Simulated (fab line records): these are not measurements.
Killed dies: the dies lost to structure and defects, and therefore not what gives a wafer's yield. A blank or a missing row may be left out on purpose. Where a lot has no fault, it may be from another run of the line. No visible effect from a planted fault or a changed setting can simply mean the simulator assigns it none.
2 desks, one fault ; flow berkeleyCmos170 ; only its own numbers are on each desk; what lay behind them is given at the end

== FROM THE METROLOGY DESK ==
Lot by lot, what the gauges showed, no matter which tool ran the lot: averages of those sampled wafers that carry a number. A lot is out of limits, marked OUT, if its mean lies more than 4 standard deviations from the usual mean; the brackets give that distance.
Columns: A = cdNm at UCB170_V2_CD_MEAS_12, usual 699.8 nm; B = cdNm at UCB170_V2_CD_MEAS_90, usual 699.5 nm
lot;first seen here;A;B
L433;day 8 10:35;698.7;698.1
L435;day 10 00:56;699.3;698.5
L438;day 10 04:26;700.6;700.7
L437;day 10 04:40;697.4;697.0
L440;day 10 12:02;700.2;699.9
L441;day 10 12:16;701.5;702.1
L439;day 10 12:31;700.5;699.9
L445;day 11 01:24;700.0;700.0
L444;day 11 04:47;697.1;696.7
L446;day 11 23:55;699.6;699.0
L448;day 12 09:56;702.2;701.3
L449;day 12 10:04;699.3;698.9
L454;day 12 20:07;699.5;699.5
L452;day 13 00:24;698.9;699.2
L456;day 13 14:18;699.0;699.0
This desk's verdict: no lot among the 15 shows anything out of limits.

== TOOL OWNER'S DESK, rieDiel-03 ==
The tool's own readings at UCB170_M3_ETCH_17 (etches BARC in N2/H2): means of the sampled wafers that have a number, for each lot that ran on this tool. A lot is out of limits, marked OUT, if its mean lies more than 4 standard deviations from the usual mean; the brackets give that distance.
Columns: A = drypumpMotorCurrentA at UCB170_M3_ETCH_17, usual 5.6 A; B = oesProductAu at UCB170_M3_ETCH_17, usual 0.996 a.u.; C = throttleValvePct at UCB170_M3_ETCH_17, usual 13.30 %
lot;first seen here;A;B;C
L435;day 10 05:05;5.9;1.002;13.43
L437;day 10 08:35;5.7;0.994;13.48
L441;day 10 17:05;5.7;0.988;13.49
L445;day 11 04:19;5.7;0.994;13.37
L444;day 11 09:58;5.6;0.995;13.36
L446;day 12 03:31;5.6;1.411 (+23) OUT;13.40
L448;day 12 13:49;5.9;1.423 (+24) OUT;13.54
L452;day 13 03:10;5.6;1.405 (+23) OUT;13.39
This desk's verdict: out of limits on L446, L448, L452, starting with L446 at day 12 03:31 (oesProductAu at UCB170_M3_ETCH_17). In limits: L435, L437, L441, L445, L444.

== TAKEN TOGETHER ==
At day 12 03:31, on L446, L448, L452, the tool owner's desk was in a position to raise an alarm.
Metrology desk: nothing out of limits seen.
The metrology desk holds a record of L446, L448, L452, inside its limits.
On rieDiel-03, each named lot ran UCB170_M3_ETCH_17.

== WHAT HAD BEEN PUT IN BY THE SIMULATOR ==
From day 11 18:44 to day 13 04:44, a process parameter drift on rieDiel-03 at UCB170_M3_ETCH_17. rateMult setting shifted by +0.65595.
Struck lots among those shown: L446, L448, L452.
How many hours passed from the start of the fault until each desk's first out-of-limits reading: the tool owner's desk, 9.
